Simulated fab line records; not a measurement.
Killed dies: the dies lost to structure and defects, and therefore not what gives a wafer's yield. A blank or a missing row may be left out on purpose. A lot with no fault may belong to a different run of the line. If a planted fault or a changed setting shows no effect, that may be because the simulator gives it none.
Comparing a struck lot with a sound one || flow berkeley cmos170 || 17 steps out of a route of 331
Sound: the wafers L892.4, L892.5, L892.6. Wafers L896.1, L896.5, L896.6 were the ones struck. Last of all comes the cause.
Each step with rows lists, per side, the tool, then ch with its chambers, then its first start. Under that, the readings that differ: sound wafers || struck wafers || difference of the means || sigmas: that difference in standard deviations of wafers without a fault.
alike: same words and numbers on both sides, and readings whose means sit less than 2 such deviations apart. not compared: any withheld reading, any reading some wafer has no value for, any bound like >300 that may hide the same value, and any number with overlapping values for which the record gives no deviation.
The two part at a step that has a row with sigmas, a row that says differs or no value, or rows on one side only. Numbers that don't overlap but have no deviation are shown without sigmas and don't part them. Lack of a reading on every wafer of one side parts them only where that side has two or more wafers.

first, 1 step without rows for these wafers: UCB170_PWELL_OXIDATION_02 (target thk 26.4 nm, ox time 1260 s).
UCB170_PWELL_THK_MEAS_03:
  sound: film metro-03 at day 6 02:38; struck: film metro-02 at day 6 21:21
  alike: PWELL_OXIDE_THK
then, 2 steps without rows for these wafers: UCB170_PWELL_ANNEAL_04 (time 919.5 s); UCB170_PWELL_CVD_05 (deposits Si3N4 from SiH2Cl2/NH3, target thk 220 nm, time 3300 s).
UCB170_PWELL_THK_MEAS_06:
  sound: film metro-04 at day 6 09:05; struck: film metro-03 at day 7 06:31
  alike: PWELL_NITRIDE_THK
then, 6 steps without rows for these wafers: UCB170_PWELL_HMDS_07 (prime time 60 s); UCB170_PWELL_COAT_08 (resist thk 900 nm); UCB170_PWELL_SOFTBAKE_09 (time 60 s); UCB170_PWELL_EXPOSE_10 (exposes mask PWELL, target cd 3000 nm); UCB170_PWELL_PEB_11; UCB170_PWELL_DEVELOP_12 (develop time 45 s).
UCB170_PWELL_OVL_MEAS_13:
  sound: overlay-01 at day 6 11:22; struck: overlay-01 at day 7 07:41
  alike: PWELL_OVL
UCB170_PWELL_ETCH_14: etches Si3N4 in CH3F/Ar/O2, stops on SiO2, target depth 242 nm, time 151 s.
  sound on rie diel-02 ch 1,2, day 6 11:23; struck on rie diel-01 ch 2,3, day 7 07:43
  no value came back on the struck wafers for any of 6 readings (CH3F_flow_sccm (sccm), O2_flow_sccm (sccm) and others); on the sound wafers CH3F_flow_sccm (sccm) reads 19.98 20.01 20.05
{"reading": "model.KrF_of_PWELL_COAT_08.thk nm (nm)", "sound": "729.5 732.8 725.7", "struck": "889.5 890.1 887.9", "difference": "+159.8", "sigmas": ""}
{"reading": "model.SiO2_of_PWELL_OXIDATION_02.thk nm (nm)", "sound": "24.2 23.44 23.75", "struck": "26.99 26.89 26.7", "difference": "+3.06", "sigmas": ""}
  not compared: rf hours counter h
next, for these wafers, 1 step has no rows: UCB170_PWELL_IMPLANT_15.
UCB170_PWELL_STRIP_16: strips in O2.
  sound on plasma asher-02 ch 0,1, day 6 11:40; struck on plasma asher-04 ch 0,1, day 7 07:58
{"reading": "oes product au (a.u.)", "sound": "0.716 0.722 0.718", "struck": "0.734 0.734 0.740", "difference": "+0.017", "sigmas": "+4"}
{"reading": "strip time to endpoint s (s)", "sound": "18.21 18.29 18.11", "struck": "21.70 21.74 21.67", "difference": "+3.50", "sigmas": "+37"}
  alike: drypump motor current A
  not compared: rf hours counter h
UCB170_PWELL_TW_MEAS_17:
  sound: film metro-02 at day 6 11:46; struck: film metro-02 at day 7 08:04
  alike: PWELL_TW
-- the record jumps here: 5 days lie between the struck wafers' starts before and after (it left off in module PWELL and takes up again in module M3, whose first step shown is number 331 of the route) --
UCB170_M3_PROBE_99:
  rows exist in the record for the struck wafers here (prober-02, day 12 16:16), but not for the sound ones

== WHERE THEY PART ==
First at UCB170_PWELL_ETCH_14; last, within this record, at UCB170_M3_PROBE_99.

WHY: whatever the simulator had introduced
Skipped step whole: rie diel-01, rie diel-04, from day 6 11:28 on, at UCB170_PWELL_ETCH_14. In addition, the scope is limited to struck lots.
